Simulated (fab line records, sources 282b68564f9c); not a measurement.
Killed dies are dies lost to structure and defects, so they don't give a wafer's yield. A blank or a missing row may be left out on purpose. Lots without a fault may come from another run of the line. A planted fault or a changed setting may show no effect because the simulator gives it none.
A struck lot beside a sound one | flow rit_cmos | 15 steps out of a route of 202
Sound: wafers L519.2, L519.5, L519.6. Struck: wafer L527.6. (L527.1, L527.5 of the same lot were not struck and are left out.) The cause comes at the end.
At each step with rows: each side's tool, then ch and its chambers, then its first start. Under that, the readings that differ: sound wafers | struck wafers | difference of the means | sigmas: that difference in standard deviations of wafers without a fault.
alike: readings whose means differ by less than 2 such deviations, and words and numbers that are the same on both sides. not compared: withheld readings, readings that some wafer has no value for, bounds like >300 that may hide the same value, and numbers for which the record gives no deviation and whose values overlap.
The two part at a step that has a row with sigmas, a row that says differs or no value, or rows on one side only. Numbers that don't overlap but have no deviation are shown without sigmas and don't part them. A reading that every wafer of one side lacks parts them only if that side has two wafers or more.

RIT_M1_SPUTTER_00: material Al, target thk 400 nm, time 522.4 s.
  sound on pvd_sputter-03, day 4 19:28; struck on pvd_sputter-04, day 6 08:47
  alike: throttle_valve_pct
RIT_M1_RS_MEAS_01: measures by four-point-probe.
  sound on film_metro-04, day 4 19:46; struck on film_metro-04, day 6 09:05
  alike: M1_AL_RS
RIT_M1_THK_MEAS_02: measures by xrf.
  sound on film_metro-04, day 4 19:53; struck on film_metro-04, day 6 09:12
  alike: M1_AL_THK
then, 6 steps without rows for these wafers: RIT_M1_HMDS_03 (prime time 60 s); RIT_M1_COAT_04 (resist thk 1300 nm); RIT_M1_SOFTBAKE_05 (time 60 s); RIT_M1_EXPOSE_06 (exposes mask M12, target cd 2600 nm); RIT_M1_PEB_07; RIT_M1_DEVELOP_08 (develop time 68 s).
RIT_M1_CD_MEAS_09: target cd 2600 nm.
  sound on cd_sem-02, day 4 20:58; struck on cd_sem-01, day 6 10:08
  alike: cd_nm
RIT_M1_OVL_MEAS_10:
  sound on overlay-01, day 4 21:04; struck on overlay-02, day 6 10:16
  alike: M1_OVL
then, 1 step without rows for these wafers: RIT_M1_HARDBAKE_11 (time 120 s).
RIT_M1_METAL_ETCH_12: etches Al in Cl2/BCl3, stops on SiO2, time 165 s, target depth 600 nm.
  sound on rie_metal-01 ch 0,1, day 4 21:20; struck on rie_metal-01 ch 0, day 6 10:37
  reading                                 | sound             | struck | difference | sigmas
  mfc_cl2_sccm (sccm)                     | 60.12 59.50 60.25 | 59.46  | -0.50      | -3
  model.NOVOLAK_of_M1_COAT_04.thk_nm (nm) | 803.4 806.5 801   | 786.2  | -17.4      |
  alike: drypump_motor_current_A, oes_product_au, throttle_valve_pct
  not compared: rf_hours_counter_h
then, 1 step without rows for these wafers: RIT_M1_STRIP_13 (strips in nmp, time 600 s).
RIT_M1_PROBE_99:
  the record has rows for the struck wafers here (prober-02, day 6 14:20) and none for the sound ones

WHERE THEY PART
First at RIT_M1_METAL_ETCH_12; last, within this record, at RIT_M1_PROBE_99.

WHY: what the simulator had put in
Process parameter drift: rie_metal-01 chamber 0, from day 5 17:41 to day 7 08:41, at RIT_M1_METAL_ETCH_12. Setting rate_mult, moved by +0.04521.
